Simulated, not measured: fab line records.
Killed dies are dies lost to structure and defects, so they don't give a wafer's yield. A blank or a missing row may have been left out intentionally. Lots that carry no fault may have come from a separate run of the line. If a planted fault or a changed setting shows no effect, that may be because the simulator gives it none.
Which tool was responsible? -- flow berkeley_cmos170 -- 14 lots, 42 wafers sampled, at 5 steps of a route of 331

== WHAT THE GAUGES SHOWED, per wafer ==
UCB170_PWELL_OVL_MEAS_13.
lot,measured,on,PWELL_OVL (nm)
L397,day 2 19:57,overlay-01,-3 -2 -1
L398,day 2 20:11,overlay-01,5 7 7
L399,day 3 07:07,overlay-02,-1 6 -4
L400,day 3 17:07,overlay-01,-1 -3 7
L402,day 4 02:34,overlay-01,2 10 4
L401,day 4 02:47,overlay-02,-3 -2 -7
L407,day 5 07:49,overlay-01,0 0 -1
L410,day 5 14:49,overlay-01,6 2 3
L413,day 6 14:33,overlay-02,-2 3 2
L415,day 6 21:19,overlay-02,7 11 3
L416,day 7 03:00,overlay-02,-8 -6 2
L417,day 7 10:40,overlay-02,2 -7 -7
L419,day 7 11:11,overlay-02,2 -1 1
L420,day 8 00:54,overlay-01,-1 -1 -3

UCB170_PWELL_TW_MEAS_17.
lot,measured,on,PWELL_TW
L397,day 2 20:20,film_metro-03,377.2 376.6 379.2
L398,day 2 20:35,film_metro-01,380.4 380.2 382.3
L399,day 3 07:31,film_metro-01,378.4 376.7 373.9
L400,day 3 17:31,film_metro-01,379.5 377.8 376.9
L402,day 4 02:57,film_metro-01,378.1 376.8 376.7
L401,day 4 03:10,film_metro-04,384.1 384.3 384.5
L407,day 5 08:13,film_metro-01,378.3 379.3 377.6
L410,day 5 15:12,film_metro-03,378.9 378.6 380.0
L413,day 6 14:56,film_metro-01,375.6 378.8 379.0
L415,day 6 21:43,film_metro-01,378.0 376.6 376.6
L416,day 7 03:24,film_metro-01,377.9 380.0 380.4
L417,day 7 11:02,film_metro-04,379.0 379.3 380.3
L419,day 7 11:34,film_metro-03,380.6 377.5 379.7
L420,day 8 01:17,film_metro-01,378.1 377.7 380.0

UCB170_ACTIVE_OVL_MEAS_14.
lot,measured,on,ACTIVE_OVL (nm)
L397,day 4 02:10,overlay-02,-4 -3 1
L398,day 4 01:42,overlay-01,-5 1 0
L399,day 4 12:51,overlay-02,0 -8 -6
L400,day 4 18:40,overlay-01,2 0 -5
L402,day 5 05:03,overlay-01,-3 -1 -2
L401,day 5 04:58,overlay-02,-3 -3 -3
L407,day 6 13:07,overlay-01,0 -1
L410,day 6 19:30,overlay-02,-7
L413,day 7 19:38,overlay-02,-1 -15 2
L415,day 8 02:40,overlay-01,-18 -14 -7
L416,day 8 02:10,overlay-02,4 -1 7
L417,day 8 17:23,overlay-02,-2 1 1
L419,day 8 17:52,overlay-01,-8 -16 -8
L420,day 9 10:33,overlay-02,-2 -2 -6

== TOOL THAT RAN EACH LOT (tool first, then ch and the chambers of the sampled wafers, then the start) ==
lot,UCB170_PWELL_ETCH_14,UCB170_PWELL_STRIP_16
L397,"rie_diel-02 ch 1,2,3, day 2 19:59","plasma_asher-01 ch 0,1, day 2 20:14"
L398,"rie_diel-01 ch 1,2,3, day 2 20:13","plasma_asher-01 ch 0,1, day 2 20:29"
L399,"rie_diel-01 ch 0,2,3, day 3 07:09","plasma_asher-03 ch 0,1, day 3 07:26"
L400,"rie_diel-02 ch 0,1,3, day 3 17:09","plasma_asher-03 ch 0,1, day 3 17:24"
L402,"rie_diel-04 ch 1,2,3, day 4 02:35","plasma_asher-01 ch 0,1, day 4 02:52"
L401,"rie_diel-01 ch 1,3, day 4 02:49","plasma_asher-01 ch 0,1, day 4 03:04"
L407,"rie_diel-04 ch 0,2,3, day 5 07:50","plasma_asher-01 ch 0,1, day 5 08:08"
L410,"rie_diel-04 ch 0,2, day 5 14:51","plasma_asher-01 ch 0,1, day 5 15:06"
L413,"rie_diel-02 ch 2,3, day 6 14:35","plasma_asher-03 ch 0,1, day 6 14:50"
L415,"rie_diel-01 ch 1,2,3, day 6 21:20","plasma_asher-01 ch 0,1, day 6 21:37"
L416,"rie_diel-01 ch 2,3, day 7 03:02","plasma_asher-03 ch 0,1, day 7 03:17"
L417,"rie_diel-02 ch 0,1,3, day 7 10:41","plasma_asher-03 ch 0,1, day 7 10:56"
L419,"rie_diel-01 ch 1,2, day 7 11:13","plasma_asher-02 ch 0,1, day 7 11:28"
L420,"rie_diel-02 ch 0,1,2, day 8 00:56","plasma_asher-03 ch 0,1, day 8 01:11"
- UCB170_PWELL_ETCH_14: etches Si3N4 in CH3F/Ar/O2, stops on SiO2, target depth 242 nm, time 151 s.
- UCB170_PWELL_STRIP_16: strips in O2.

== AS READ BY THE TOOLS THEMSELVES (means over the sampled wafers that have a number; for cases with no such wafer, the mark the record gives instead) ==
UCB170_PWELL_ETCH_14.
lot,tool,CH3F_flow_sccm (sccm),drypump_motor_current_A (A),oes_product_au (a.u.),rf_fwd_power_W (W),throttle_valve_pct (%)
L397,rie_diel-02,20.01,5.6,0.946,447.1,7.91
L398,rie_diel-01,20.01,5.4,0.947,447.8,8.06
L399,rie_diel-01,20.04,5.6,0.954,448.9,8.16
L400,rie_diel-02,19.98,5.4,0.927,447.8,7.98
L402,rie_diel-04,19.97,5.6,0.932,449.6,7.96
L401,rie_diel-01,19.99,5.5,0.951,448.2,8.01
L407,rie_diel-04,19.99,5.6,0.911,389.6,7.86
L410,rie_diel-04,20.01,5.2,0.881,328.7,7.91
L413,rie_diel-02,19.99,5.7,0.952,446.7,7.84
L415,rie_diel-01,20.03,5.5,0.942,447.5,8.08
L416,rie_diel-01,19.99,5.4,0.939,447.3,8.12
L417,rie_diel-02,19.97,5.4,0.942,448.6,7.98
L419,rie_diel-01,20.02,5.7,0.945,448.5,8.06
L420,rie_diel-02,19.99,5.5,0.946,448.7,7.89

UCB170_PWELL_STRIP_16.
lot,tool,drypump_motor_current_A (A),oes_product_au (a.u.),strip_time_to_endpoint_s (s)
L397,plasma_asher-01,5.5,0.718,18.09
L398,plasma_asher-01,5.1,0.720,18.06
L399,plasma_asher-03,5.3,0.723,18.17
L400,plasma_asher-03,5.3,0.725,18.02
L402,plasma_asher-01,5.1,0.722,17.94
L401,plasma_asher-01,5.5,0.723,18.06
L407,plasma_asher-01,5.0,0.724,18.28
L410,plasma_asher-01,5.1,0.720,18.65
L413,plasma_asher-03,5.3,0.719,18.08
L415,plasma_asher-01,5.5,0.719,18.12
L416,plasma_asher-03,5.3,0.720,18.04
L417,plasma_asher-03,5.6,0.722,18.03
L419,plasma_asher-02,5.9,0.722,18.00
L420,plasma_asher-03,5.5,0.719,18.08

== THE ANSWER, worked out from the rows above alone ==
Rule: usual is defined by the lots themselves. The widest of any qualifying gaps counts: lots, ordered by their means at a reading, are off when they make up no more than a third of the lots, leave a main group of 4 or more, and stand apart from it by 3 or more times the standard deviation of that group's means. If all means in a main group match to the digits the tables above print for the reading, that group is not used. A lot without any number at a reading at which 4 lots or more have one is off too. Where the step has rows for the other lots, those lots are counted as sound. First the gauges in route order, then the tools' own readings, where a lot's mean is used as printed above. At the first step where some lot is off, the reading lying furthest off is the one used; lots without a number count as furthest.
Off: L407, L410, at UCB170_PWELL_ETCH_14 (rf_fwd_power_W). The main group has a mean of 448.1 W with a standard deviation of 0.81.
If a tool, at that step or one of the process steps before it, ran each lot that is off and ran no sound lot following the first of them, it fits. One fits: UCB170_PWELL_ETCH_14 on rie_diel-04. A fault onset in the window from L402 (day 4 02:35, its last sound lot) to L407 (day 5 07:50, its first lot off) fits.
The tool's own readings at UCB170_PWELL_ETCH_14 bear it out: on the lots that are off they differ by more than 5 times the standard deviation of the sound lots' means. oes_product_au reads 0.896 a.u. there against 0.944 a.u. on the sound lots; rf_fwd_power_W reads 359.1 W there against 448.1 W on the sound lots.

== WHAT THE SIMULATOR HAD PUT IN ==
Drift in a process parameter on rie_diel-04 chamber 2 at UCB170_PWELL_ETCH_14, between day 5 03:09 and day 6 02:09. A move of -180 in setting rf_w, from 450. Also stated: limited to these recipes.
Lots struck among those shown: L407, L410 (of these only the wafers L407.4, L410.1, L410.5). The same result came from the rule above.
